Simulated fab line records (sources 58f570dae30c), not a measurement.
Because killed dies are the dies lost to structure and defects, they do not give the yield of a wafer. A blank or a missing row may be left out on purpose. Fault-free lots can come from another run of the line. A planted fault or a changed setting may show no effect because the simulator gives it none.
A single fault, viewed from 2 desks | flow berkeley-cmos170 | each desk holds nothing but its own numbers, with what lay behind them at the end

## THE TOOL OWNER'S DESK: furnace-04
The tool's own readings at UCB170_ACTIVE_OXIDATION_02 (target thk 26.4 nm, ox time 1260 s): means of the sampled wafers that have a number, for each lot that ran on this tool. A lot is out of limits, marked OUT, if its mean lies more than 4 standard deviations from the usual mean; the brackets give that distance.
Columns: A = zone-power-source-pct at UCB170_ACTIVE_OXIDATION_02, usual 30.3 %
lot  | first seen here | A
L148 | day 4 03:02     | 28.4
L149 | day 4 03:02     | 28.4
L153 | day 5 13:17     | 28.5
L157 | day 6 04:29     | 28.3
L159 | day 6 04:29     | 28.2
Result from this desk: across the 5 lots, nothing is out of limits.

## METROLOGY DESK
Lot by lot, what the gauges showed, no matter which tool ran the lot: averages of those sampled wafers that carry a number. A lot is out of limits, marked OUT, if its mean lies more than 4 standard deviations from the usual mean; the brackets give that distance.
Columns: A = ACTIVE_OXIDE_THK at UCB170_ACTIVE_THK_MEAS_03, usual 26.5 nm; B = PSD_OVL at UCB170_PSD_OVL_MEAS_07, usual 1 nm; C = M3_AL_THK at UCB170_M3_THK_MEAS_03, usual 896 nm
lot  | first seen here | A               | B  | C
L147 | day 3 20:18     | 26.4            | -8 | 891
L148 | day 4 04:23     | 27.2            | -1 | 899
L149 | day 4 04:23     | 26.7            | 1  | 914
L150 | day 4 17:20     | 26.1            | 3  | 879
L152 | day 5 00:27     | 25.8            | -1 | 897
L153 | day 5 14:38     | 26.3            | 5  | 907
L156 | day 5 21:44     | 26.1            | 3  | 904
L157 | day 6 05:51     | 23.8 (-4.8) OUT | 3  | 898
L159 | day 6 05:51     | 24.1 (-4.3) OUT | -2 | 911
L162 | day 7 06:47     | 25.8            | -2 | 879
L165 | day 7 16:10     | 26.5            | 5  | 891
L164 | day 7 16:11     | 27.1            | -5 | 903
L169 | day 8 13:50     | 26.3            | -1 | 888
L170 | day 8 16:44     | 25.7            | 2  | 902
This desk's result: L157, L159 out of limits, first on L157 (ACTIVE_OXIDE_THK at UCB170_ACTIVE_THK_MEAS_03), day 6 05:51. In limits: L147, L148, L149, L150, L152, L153, L156, L162, L165, L164, L169, L170.

## BROUGHT TOGETHER
L157, L159 would have let the metrology desk raise an alarm at day 6 05:51.
The desk of the tool owner found nothing out of limits.
On record at the tool owner's desk: L157, L159, within its limits.
UCB170_ACTIVE_OXIDATION_02 was run on furnace-04 by each of the lots named.

## WHAT WAS PUT IN BY THE SIMULATOR
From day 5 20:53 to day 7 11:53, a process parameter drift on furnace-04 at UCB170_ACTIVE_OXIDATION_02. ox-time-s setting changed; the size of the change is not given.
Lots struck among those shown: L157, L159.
Per desk, hours elapsed from the start of the fault to the first reading out of limits: for the metrology desk, 9.
